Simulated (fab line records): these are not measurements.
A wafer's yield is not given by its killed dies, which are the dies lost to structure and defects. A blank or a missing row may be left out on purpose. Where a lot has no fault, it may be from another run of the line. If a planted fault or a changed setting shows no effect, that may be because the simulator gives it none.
fab line records + flow rit-cmos
record:
- lots: 6
- wafers: 18
- last-day: 6
route steps=202 shown SILICIDE@161 CONTACT@168 M1@202
lots that met no fault: from a run of the same line without faults
start-h: hours from the record's first day to the start of the lot's first wafer shown + wait-h: hours elapsed since this lot's preceding step + " repeats the value in the row above + L1.1+2: one row covering several wafers at once + - no value, or no start was given + * or withheld: withheld + < > ~ a bound
route shown NAME@n: names a module that has steps shown in the file, with the first one's number in the route + usual: mean/standard deviation of fault-free wafers + same: alike in all rows + chamber/n: place in a boat + sites: each site's reading + _std_site: the values' standard deviation + _edge_site: inner sites' mean taken away from outer sites' mean + radius-mm: how far each site lies from the wafer's centre + mask NAME#n: copy n + behind: the most recent tool/chamber to have shaped the wafer + hold: reason for holding the lot/hours on hold/outcome of the hold + device: whichever transistor did not switch (one of n, p or np) + end of line: tests of these same wafers at the route's end + step lacking rows: just its recipe + killed: at the first sort, the dies lost to defects and structure; wafer yield is something else + map: shows each die of a wafer: x if killed, . if not, _ if none is there
set.NAME: the setting as run; set.NAME@STEP: as run at that earlier step + model.NAME: the simulator's own value behind a step, which no gauge read
lots at selected steps of the route; one table per step, one row per wafer
services: the hour from which a tool's chamber was out of use, counted from the record's first day as start-h (under 0 if before that day), plus the number of hours and why
== steps ==
step: RIT_SILICIDE_WET_ETCH_00
recipe:
- chemistry: BOE
- target: SiO2
- target-depth-nm: 14
- time-s: 15
- dry: n2-spin
- dilution: 10:1
- temp-c: 21.5
step: RIT_SILICIDE_SPUTTER_01
recipe:
- material: Ti
- target-thk-nm: 30
- power-w: 350
- chamber-pressure-pa: 0.667
- gas: Ar
- time-s: 240
- substrate-temp-c: 25
usual:
- throttle-valve-pct: 29.9/1.4
| lot.wafer | tool           | chamber | start-h | wait-h | throttle-valve-pct |
|-----------|----------------|---------|---------|--------|--------------------|
| L959.1    | pvd-sputter-01 | -       | 53.26   | 0.0    | 28.8               |
| L959.4    | "              | -       | "       | "      | 27.5               |
| L959.6    | "              | -       | "       | "      | 27.5               |
| L963.3    | pvd-sputter-04 | -       | 78.92   | 0.0    | 32.3               |
| L963.4    | "              | -       | "       | "      | 31.4               |
| L963.6    | "              | -       | "       | "      | 31.4               |
| L972.2    | pvd-sputter-04 | -       | 115.30  | 0.0    | 31.3               |
| L972.4    | "              | -       | "       | "      | 31.4               |
| L972.5    | "              | -       | "       | "      | 32.6               |
| L973.2    | pvd-sputter-03 | -       | 121.43  | 0.0    | 29.2               |
| L973.5    | "              | -       | "       | "      | 29.4               |
| L973.6    | "              | -       | "       | "      | 30.8               |
| L975.1    | pvd-sputter-03 | -       | 131.74  | 0.0    | 29.0               |
| L975.3    | "              | -       | "       | "      | 30.7               |
| L975.4    | "              | -       | "       | "      | 29.3               |
| L978.1    | pvd-sputter-04 | -       | 147.69  | 0.0    | 30.9               |
| L978.4    | "              | -       | "       | "      | 28.1               |
| L978.5    | "              | -       | "       | "      | 32.3               |
step: RIT_SILICIDE_RS_MEAS_02
recipe:
- thk-meas-gauge: four-point-probe
- reads: Ti_of_SILICIDE_SPUTTER_01
usual:
- SILICIDE_TI_RS: 47.9/0.65
| lot.wafer | tool          | chamber | start-h | wait-h | SILICIDE_TI_RS[ohm/sq] |
|-----------|---------------|---------|---------|--------|------------------------|
| L959.1    | film-metro-02 | -       | 53.41   | 0.1    | 48.1                   |
| L959.4    | "             | -       | "       | "      | 48.4                   |
| L959.6    | "             | -       | "       | "      | 48.5                   |
| L963.3    | film-metro-01 | -       | 79.11   | 0.1    | 47.6                   |
| L963.4    | "             | -       | "       | "      | 46.7                   |
| L963.6    | "             | -       | "       | "      | 47.0                   |
| L972.2    | film-metro-01 | -       | 115.47  | 0.1    | 47.1                   |
| L972.4    | "             | -       | "       | "      | 47.2                   |
| L972.5    | "             | -       | "       | "      | 47.8                   |
| L973.2    | film-metro-01 | -       | 121.60  | 0.1    | 48.7                   |
| L973.5    | "             | -       | "       | "      | 48.4                   |
| L973.6    | "             | -       | "       | "      | 48.1                   |
| L975.1    | film-metro-03 | -       | 131.89  | 0.1    | 47.5                   |
| L975.3    | "             | -       | "       | "      | 48.7                   |
| L975.4    | "             | -       | "       | "      | 47.8                   |
| L978.1    | film-metro-01 | -       | 147.84  | 0.1    | 47.0                   |
| L978.4    | "             | -       | "       | "      | 46.9                   |
| L978.5    | "             | -       | "       | "      | 47.7                   |
step: RIT_SILICIDE_THK_MEAS_03
recipe:
- thk-meas-gauge: xrf
- reads: Ti_of_SILICIDE_SPUTTER_01
usual:
- SILICIDE_TI_THK: 30.0/0.37
| lot.wafer | tool          | chamber | start-h | wait-h | SILICIDE_TI_THK[nm] |
|-----------|---------------|---------|---------|--------|---------------------|
| L959.1    | film-metro-02 | -       | 53.53   | 0.1    | 29.5                |
| L959.4    | "             | -       | "       | "      | 29.4                |
| L959.6    | "             | -       | "       | "      | 29.4                |
| L963.3    | film-metro-01 | -       | 79.21   | 0.1    | 30.0                |
| L963.4    | "             | -       | "       | "      | 30.4                |
| L963.6    | "             | -       | "       | "      | 30.4                |
| L972.2    | film-metro-01 | -       | 115.58  | 0.1    | 30.3                |
| L972.4    | "             | -       | "       | "      | 30.3                |
| L972.5    | "             | -       | "       | "      | 30.1                |
| L973.2    | film-metro-01 | -       | 121.71  | 0.1    | 29.7                |
| L973.5    | "             | -       | "       | "      | 29.7                |
| L973.6    | "             | -       | "       | "      | 29.9                |
| L975.1    | film-metro-03 | -       | 132.01  | 0.1    | 30.4                |
| L975.3    | "             | -       | "       | "      | 29.7                |
| L975.4    | "             | -       | "       | "      | 30.2                |
| L978.1    | film-metro-01 | -       | 147.96  | 0.1    | 30.5                |
| L978.4    | "             | -       | "       | "      | 30.7                |
| L978.5    | "             | -       | "       | "      | 30.0                |
step: RIT_SILICIDE_RTA_04
recipe:
- temp-c: 650
- time-s: 10
- idle-temp-c: 25
- ramp-up-s: 5
- ramp-down-s: 5
- cool-to-c: 25
- ambient: N2
usual:
- wafer_temp_C_max: 654.8/1.2
| lot.wafer | tool          | chamber | start-h | wait-h | wafer_temp_C_max |
|-----------|---------------|---------|---------|--------|------------------|
| L959.1    | rtp-anneal-02 | 0       | 53.59   | 0.1    | 653.2            |
| L959.4    | "             | 0       | "       | "      | 653.7            |
| L959.6    | "             | 0       | "       | "      | 654.0            |
| L963.3    | rtp-anneal-01 | 0       | 79.27   | 0.1    | 654.6            |
| L963.4    | "             | 0       | "       | "      | 655.5            |
| L963.6    | "             | 0       | "       | "      | 657.4            |
| L972.2    | rtp-anneal-01 | 0       | 115.64  | 0.1    | 656.7            |
| L972.4    | "             | 0       | "       | "      | 657.8            |
| L972.5    | "             | 0       | "       | "      | 654.8            |
| L973.2    | rtp-anneal-02 | 0       | 121.77  | 0.1    | 654.1            |
| L973.5    | "             | 0       | "       | "      | 652.9            |
| L973.6    | "             | 0       | "       | "      | 654.4            |
| L975.1    | rtp-anneal-02 | 0       | 132.07  | 0.1    | 654.1            |
| L975.3    | "             | 0       | "       | "      | 653.2            |
| L975.4    | "             | 0       | "       | "      | 654.0            |
| L978.1    | rtp-anneal-01 | 0       | 148.02  | 0.1    | 654.9            |
| L978.4    | "             | 0       | "       | "      | 653.8            |
| L978.5    | "             | 0       | "       | "      | 655.2            |
step: RIT_SILICIDE_WET_ETCH_05
recipe:
- chemistry: SPM
- target: Ti
- temp-c: 90
- time-s: 120
- dry: n2-spin
step: RIT_SILICIDE_RTA_06
recipe:
- temp-c: 750
- time-s: 10
- idle-temp-c: 25
- ramp-up-s: 5
- ramp-down-s: 10
- cool-to-c: 25
- ambient: N2
usual:
- wafer_temp_C_max: 755.1/1.4
| lot.wafer | tool          | chamber | start-h | wait-h | wafer_temp_C_max |
|-----------|---------------|---------|---------|--------|------------------|
| L959.1    | rtp-anneal-01 | 0       | 53.70   | 0.0    | 757.3            |
| L959.4    | "             | 0       | "       | "      | 757.2            |
| L959.6    | "             | 0       | "       | "      | 755.8            |
| L963.3    | rtp-anneal-02 | 0       | 79.38   | 0.0    | 753.6            |
| L963.4    | "             | 0       | "       | "      | 753.9            |
| L963.6    | "             | 0       | "       | "      | 753.9            |
| L972.2    | rtp-anneal-02 | 0       | 115.75  | 0.0    | 754.7            |
| L972.4    | "             | 0       | "       | "      | 753.8            |
| L972.5    | "             | 0       | "       | "      | 755.4            |
| L973.2    | rtp-anneal-01 | 0       | 121.88  | 0.0    | 756.0            |
| L973.5    | "             | 0       | "       | "      | 755.6            |
| L973.6    | "             | 0       | "       | "      | 756.6            |
| L975.1    | rtp-anneal-01 | 0       | 132.18  | 0.0    | 757.6            |
| L975.3    | "             | 0       | "       | "      | 758.2            |
| L975.4    | "             | 0       | "       | "      | 755.9            |
| L978.1    | rtp-anneal-02 | 0       | 148.13  | 0.0    | 754.1            |
| L978.4    | "             | 0       | "       | "      | 753.3            |
| L978.5    | "             | 0       | "       | "      | 754.5            |
step: RIT_CONTACT_CVD_00
recipe:
- material: SiO2
- target-thk-nm: 400
- precursor: TEOS
- temp-c: 390
- time-s: 61
- rf-w: 400
usual:
- heater-power-w: 314/45
- rf-fwd-power-W: 396.1/1.6
| lot.wafer | tool     | chamber | start-h | wait-h | heater-power-w | rf-fwd-power-W |
|-----------|----------|---------|---------|--------|----------------|----------------|
| L959.1    | pecvd-02 | 0       | 53.76   | 0.1    | 269            | 396.6          |
| L959.4    | "        | 0       | "       | "      | 286            | 396.4          |
| L959.6    | "        | 0       | "       | "      | 304            | 396.9          |
| L963.3    | pecvd-04 | 0       | 79.42   | 0.0    | 267            | 397.2          |
| L963.4    | "        | 1       | "       | "      | 303            | 398.3          |
| L963.6    | "        | 0       | "       | "      | 280            | 397.0          |
| L972.2    | pecvd-04 | 2       | 115.80  | 0.0    | 328            | 395.5          |
| L972.4    | "        | 2       | "       | "      | 357            | 395.3          |
| L972.5    | "        | 0       | "       | "      | 320            | 398.2          |
| L973.2    | pecvd-03 | 0       | 121.94  | 0.0    | 361            | 396.9          |
| L973.5    | "        | 0       | "       | "      | 384            | 397.5          |
| L973.6    | "        | 1       | "       | "      | 240            | 396.7          |
| L975.1    | pecvd-04 | 2       | 132.25  | 0.1    | 317            | 398.5          |
| L975.3    | "        | 0       | "       | "      | 263            | 396.1          |
| L975.4    | "        | 0       | "       | "      | 282            | 395.9          |
| L978.1    | pecvd-04 | 2       | 148.19  | 0.1    | 332            | 394.6          |
| L978.4    | "        | 0       | "       | "      | 279            | 398.9          |
| L978.5    | "        | 1       | "       | "      | 274            | 395.6          |
step: RIT_CONTACT_THK_MEAS_01
recipe:
- reads: SiO2_of_CONTACT_CVD_00
usual:
- CONTACT_TEOS_THK: 401/4.6
| lot.wafer | tool          | chamber | start-h | wait-h | CONTACT_TEOS_THK[nm] |
|-----------|---------------|---------|---------|--------|----------------------|
| L959.1    | film-metro-01 | -       | 53.84   | 0.1    | 401                  |
| L959.4    | "             | -       | "       | "      | 407                  |
| L959.6    | "             | -       | "       | "      | 404                  |
| L963.3    | film-metro-01 | -       | 79.49   | 0.0    | 392                  |
| L963.4    | "             | -       | "       | "      | 410                  |
| L963.6    | "             | -       | "       | "      | 404                  |
| L972.2    | film-metro-02 | -       | 115.86  | 0.0    | 397                  |
| L972.4    | "             | -       | "       | "      | 406                  |
| L972.5    | "             | -       | "       | "      | 400                  |
| L973.2    | film-metro-04 | -       | 122.00  | 0.0    | 402                  |
| L973.5    | "             | -       | "       | "      | 408                  |
| L973.6    | "             | -       | "       | "      | 407                  |
| L975.1    | film-metro-04 | -       | 132.30  | 0.0    | 403                  |
| L975.3    | "             | -       | "       | "      | 393                  |
| L975.4    | "             | -       | "       | "      | 402                  |
| L978.1    | film-metro-02 | -       | 148.25  | 0.0    | 400                  |
| L978.4    | "             | -       | "       | "      | 398                  |
| L978.5    | "             | -       | "       | "      | 402                  |
step: RIT_CONTACT_HMDS_02
recipe:
- prime-time-s: 60
- prime-temp-c: 140
step: RIT_CONTACT_COAT_03
recipe:
- resist: NOVOLAK
- spin-rpm: 3250
- resist-thk-nm: 1000
step: RIT_CONTACT_SOFTBAKE_04
recipe:
- resist: NOVOLAK
- temp-c: 90
- time-s: 60
step: RIT_CONTACT_EXPOSE_05
recipe:
- mask-id: M11
- na: 0.6
- source-shape: conventional
- sigma-outer: 0.5
- target-cd-nm: 1000
- dose-mj: 250
| lot.wafer  | tool             | chamber | start-h | wait-h | mask  | model.CONTACT.overlay-x-nm |
|------------|------------------|---------|---------|--------|-------|----------------------------|
| L959.1+4+6 | iline-stepper-01 | 0       | 54.35   | 0.1    | M11#0 | -0.3898                    |
| L963.3+4+6 | iline-stepper-02 | 0       | 80.19   | 0.2    | M11#0 | -2.85                      |
| L972.2+4+5 | iline-stepper-01 | 0       | 116.51  | 0.2    | M11#0 | 130.7                      |
| L973.2+5+6 | iline-stepper-01 | 0       | 122.52  | 0.1    | M11#0 | 129.4                      |
| L975.1+3+4 | iline-stepper-02 | 0       | 132.93  | 0.2    | M11#0 | -1.234                     |
| L978.1+4+5 | iline-stepper-02 | 0       | 148.88  | 0.2    | M11#0 | -2.151                     |
step: RIT_CONTACT_PEB_06
recipe:
- resist: NOVOLAK
- temp-c: withheld
- time-s: withheld
step: RIT_CONTACT_DEVELOP_07
recipe:
- resist: NOVOLAK
- develop-time-s: 120
- dev-temp-c: 23
step: RIT_CONTACT_CD_MEAS_08
recipe:
- target-cd-nm: 1000
usual:
- cd-nm: 999.8/2.2
| lot.wafer | tool      | chamber | start-h | wait-h | cd-nm  |
|-----------|-----------|---------|---------|--------|--------|
| L959.1    | cd-sem-02 | -       | 54.87   | -      | 1001.6 |
| L959.4    | "         | -       | "       | "      | 999.6  |
| L959.6    | "         | -       | "       | "      | 1000.7 |
| L963.3    | cd-sem-02 | -       | 80.82   | -      | 996.0  |
| L963.4    | "         | -       | "       | "      | 995.9  |
| L963.6    | "         | -       | "       | "      | 998.9  |
| L972.2    | cd-sem-02 | -       | 117.03  | -      | 1002.5 |
| L972.4    | "         | -       | "       | "      | 999.6  |
| L972.5    | "         | -       | "       | "      | 999.9  |
| L973.2    | cd-sem-02 | -       | 123.04  | -      | 996.6  |
| L973.5    | "         | -       | "       | "      | 997.4  |
| L973.6    | "         | -       | "       | "      | 997.4  |
| L975.1    | cd-sem-01 | -       | 133.45  | -      | 1003.2 |
| L975.3    | "         | -       | "       | "      | 1001.4 |
| L975.4    | "         | -       | "       | "      | 1003.7 |
| L978.1    | cd-sem-01 | -       | 149.40  | -      | 996.7  |
| L978.4    | "         | -       | "       | "      | 999.7  |
| L978.5    | "         | -       | "       | "      | 996.4  |
step: RIT_CONTACT_OVL_MEAS_09
usual:
- CONTACT_OVL: 0.0/1.3
| lot.wafer | tool       | chamber | start-h | wait-h | CONTACT_OVL[nm] |
|-----------|------------|---------|---------|--------|-----------------|
| L959.1    | overlay-02 | -       | 54.99   | 0.1    | -1.5            |
| L959.4    | "          | -       | "       | "      | -0.6            |
| L959.6    | "          | -       | "       | "      | -1.2            |
| L963.3    | overlay-01 | -       | 80.91   | 0.1    | -1.6            |
| L963.4    | "          | -       | "       | "      | -2.2            |
| L963.6    | "          | -       | "       | "      | -1.7            |
| L972.2    | overlay-01 | -       | 117.13  | 0.1    | 129.1           |
| L972.4    | "          | -       | "       | "      | 128.0           |
| L972.5    | "          | -       | "       | "      | 128.7           |
| L973.2    | overlay-01 | -       | 123.14  | 0.1    | 130.5           |
| L973.5    | "          | -       | "       | "      | 129.8           |
| L973.6    | "          | -       | "       | "      | 130.9           |
| L975.1    | overlay-02 | -       | 133.57  | 0.1    | 0.6             |
| L975.3    | "          | -       | "       | "      | -1.3            |
| L975.4    | "          | -       | "       | "      | -0.9            |
| L978.1    | overlay-01 | -       | 149.52  | 0.1    | 0.2             |
| L978.4    | "          | -       | "       | "      | 0.9             |
| L978.5    | "          | -       | "       | "      | -1.2            |
step: RIT_CONTACT_HARDBAKE_10
recipe:
- resist: NOVOLAK
- temp-c: 140
- time-s: 60
step: RIT_M1_PROBE_99
usual:
- killed-at-contacts: 0.0/0.22
- killed-at-front-end: 7/3.1
- killed-dies: 7/3.1
- killed-open: 3.5/2.2
- killed-short: 3.3/1.9
same:
- gross-dies: 264
- killed_at_M0_to_M3: 0
- killed_at_M4_up: 0
- killed-at-back-side: 0
- killed-at-other: 0
| lot.wafer | tool      | chamber | start-h | wait-h | killed-at-contacts | killed-at-front-end | killed-dies | killed-open | killed-short | model.etest.contact-to-gate.bv-left-v | model.etest.contact-to-gate.bv-right-v |
|-----------|-----------|---------|---------|--------|--------------------|---------------------|-------------|-------------|--------------|---------------------------------------|----------------------------------------|
| L959.1    | prober-02 | -       | 60.33   | 0.1    | 0                  | 4                   | 4           | 3           | 1            | 89.64                                 | 89.9                                   |
| L959.4    | prober-02 | -       | 60.48   | 0.2    | 0                  | 6                   | 6           | 2           | 4            | 90.89                                 | 88.88                                  |
| L959.6    | prober-02 | -       | 60.58   | 0.2    | 0                  | 6                   | 6           | 4           | 2            | 90.54                                 | 88.91                                  |
| L963.3    | prober-01 | -       | 86.37   | 0.2    | 0                  | 2                   | 2           | 2           | 0            | 91.56                                 | 93.86                                  |
| L963.4    | prober-01 | -       | 86.42   | 0.2    | 0                  | 2                   | 2           | 1           | 1            | 91.67                                 | 94.58                                  |
| L963.6    | prober-01 | -       | 86.52   | 0.2    | 0                  | 10                  | 10          | 5           | 5            | 87.17                                 | 92.94                                  |
| L972.2    | prober-02 | -       | 122.40  | 0.1    | 0                  | 5                   | 5           | 1           | 4            | 157.5                                 | 25.07                                  |
| L972.4    | prober-02 | -       | 122.50  | 0.2    | 0                  | 6                   | 6           | 4           | 2            | 156.2                                 | 26.9                                   |
| L972.5    | prober-02 | -       | 122.55  | 0.2    | 0                  | 5                   | 5           | 4           | 1            | 156.5                                 | 24.38                                  |
| L973.2    | prober-01 | -       | 128.72  | 0.1    | 0                  | 7                   | 7           | 5           | 2            | 157.8                                 | 28.05                                  |
| L973.5    | prober-01 | -       | 128.87  | 0.2    | 0                  | 9                   | 9           | 4           | 5            | 155.2                                 | 27.33                                  |
| L973.6    | prober-01 | -       | 128.92  | 0.2    | 1                  | 3                   | 4           | 1           | 3            | 156.1                                 | 25.71                                  |
| L975.1    | prober-01 | -       | 138.80  | 0.1    | 0                  | 8                   | 8           | 6           | 2            | 88.52                                 | 90.78                                  |
| L975.3    | prober-01 | -       | 138.90  | 0.2    | 1                  | 7                   | 8           | 2           | 6            | 89.4                                  | 92.02                                  |
| L975.4    | prober-01 | -       | 138.95  | 0.2    | 0                  | 10                  | 10          | 8           | 2            | 88.74                                 | 91.64                                  |
| L978.1    | prober-02 | -       | 154.56  | 0.1    | 1                  | 3                   | 4           | 3           | 1            | 88.63                                 | 92.82                                  |
| L978.4    | prober-02 | -       | 154.71  | 0.2    | 0                  | 5                   | 5           | 1           | 4            | 89.73                                 | 92.14                                  |
| L978.5    | prober-02 | -       | 154.76  | 0.2    | 0                  | 4                   | 4           | 2           | 2            | 88.96                                 | 90.39                                  |
killed by level:class
L959.1 GATE:geometric-particle:open=2 GATE:geometric-particle:short=1 REOX:geometric-particle:open=1
L959.4 FOX1:geometric-particle:short=3 FOX1:geometric-particle:open=1 GATE:geometric-particle:short=1 SILICIDE:geometric-particle:open=1
L959.6 SILICIDE:geometric-particle:open=3 GATE:geometric-particle:short=2 FOX2:geometric-particle:open=1
L963.3 REOX:geometric-particle:open=1 SPACER:geometric-particle:open=1
L963.4 GATE:geometric-particle:short=1 REOX:geometric-particle:open=1
L963.6 GATE:geometric-particle:short=4 GATE:geometric-particle:open=3 SILICIDE:geometric-particle:open=2 SPACER:geometric-particle:short=1
L972.2 GATE:geometric-particle:short=2 FOX2:geometric-particle:short=1 GATE:geometric-particle:open=1 SPACER:geometric-particle:short=1
L972.4 GATE:geometric-particle:open=2 GATE:geometric-particle:short=2 REOX:geometric-particle:open=1 SPACER:geometric-particle:open=1
L972.5 GATE:geometric-particle:open=3 SPACER:geometric-particle:open=1 SPACER:geometric-particle:short=1
L973.2 SPACER:geometric-particle:open=3 SPACER:geometric-particle:short=2 FOX2:geometric-particle:open=1 GATE:geometric-particle:open=1
L973.5 FOX1:geometric-particle:open=2 SILICIDE:geometric-particle:short=2 FOX1:geometric-particle:short=1 GATE:geometric-particle:short=1 SPACER:geometric-particle:short=1 SPACER:geometric-particle:open=1 SILICIDE:geometric-particle:open=1
L973.6 SILICIDE:geometric-particle:short=2 REOX:geometric-particle:open=1 CONTACT:geometric-particle:short=1
L975.1 SPACER:geometric-particle:open=3 GATE:geometric-particle:short=2 FOX1:geometric-particle:open=1 GATE:geometric-particle:open=1 REOX:geometric-particle:open=1
L975.3 REOX:geometric-particle:short=3 GATE:geometric-particle:short=1 GATE:geometric-particle:open=1 SPACER:geometric-particle:short=1 SILICIDE:geometric-particle:open=1 CONTACT:geometric-particle:short=1
L975.4 GATE:geometric-particle:open=3 FOX1:geometric-particle:open=2 SILICIDE:geometric-particle:open=2 GATE:geometric-particle:short=1 REOX:geometric-particle:open=1 SPACER:geometric-particle:short=1
L978.1 SPACER:geometric-particle:open=1 SILICIDE:geometric-particle:open=1 SILICIDE:geometric-particle:short=1 CONTACT:geometric-particle:open=1
L978.4 SILICIDE:geometric-particle:short=2 FOX1:geometric-particle:short=1 FOX2:geometric-particle:open=1 GATE:geometric-particle:short=1
L978.5 GATE:geometric-particle:open=2 GATE:geometric-particle:short=1 SILICIDE:geometric-particle:short=1
== services ==
| tool             | chamber | start-h | hours | kind   |
|------------------|---------|---------|-------|--------|
| pvd-sputter-01   | -       | 37.39   | 1.7   | repair |
| iline-stepper-02 | -       | 39.74   | 16.8  | repair |
| pecvd-02         | 1       | 49.41   | 18.8  | repair |
| pvd-sputter-04   | -       | 50.98   | 1.8   | repair |
| iline-stepper-02 | -       | 56.49   | 8.9   | pm     |
| pvd-sputter-04   | -       | 59.30   | 7.0   | repair |
| pecvd-03         | -       | 61.59   | 0.7   | repair |
| pecvd-03         | 1       | 68.90   | 7.1   | repair |
| iline-stepper-01 | -       | 98.45   | 4.4   | pm     |
| pecvd-03         | 1       | 114.80  | 3.7   | repair |
| pecvd-04         | -       | 119.18  | 0.8   | repair |
| pecvd-03         | -       | 146.69  | 6.0   | pm     |
== key ==
first-sign:
- step: RIT_CONTACT_OVL_MEAS_09
- reading: CONTACT_OVL
- direction: up
- sigmas: 99+
- usual: 0.0
- struck: 129.5
effect none on later readings
model-effect:
- step: RIT_CONTACT_EXPOSE_05
- value: CONTACT.overlay-x-nm
- without: 0.03195
- struck: 130
model-effect:
- step: RIT_M1_PROBE_99
- value: etest.contact-to-gate.bv-left-v
- without: 91.55
- struck: 156.6
met-at RIT_CONTACT_EXPOSE_05
struck-wafers L972.2,L972.4,L972.5,L973.2,L973.5,L973.6
tester-left-out L972,L973
onset-between 54.35 116.51
fault:
- kind: scanner-matching-overlay
- tool: iline-stepper-01
- chamber: -
- onset-h: 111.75
- steps: RIT_CONTACT_EXPOSE_05
- offset: 130
tester-left-out: of these lots the tester's yield and bins aren't shown, on N5 and GAA mostly nor the transistor test; their killed dies are dies lost to structure and defects alone, not to doping, threshold or leakage, so they don't give the yield
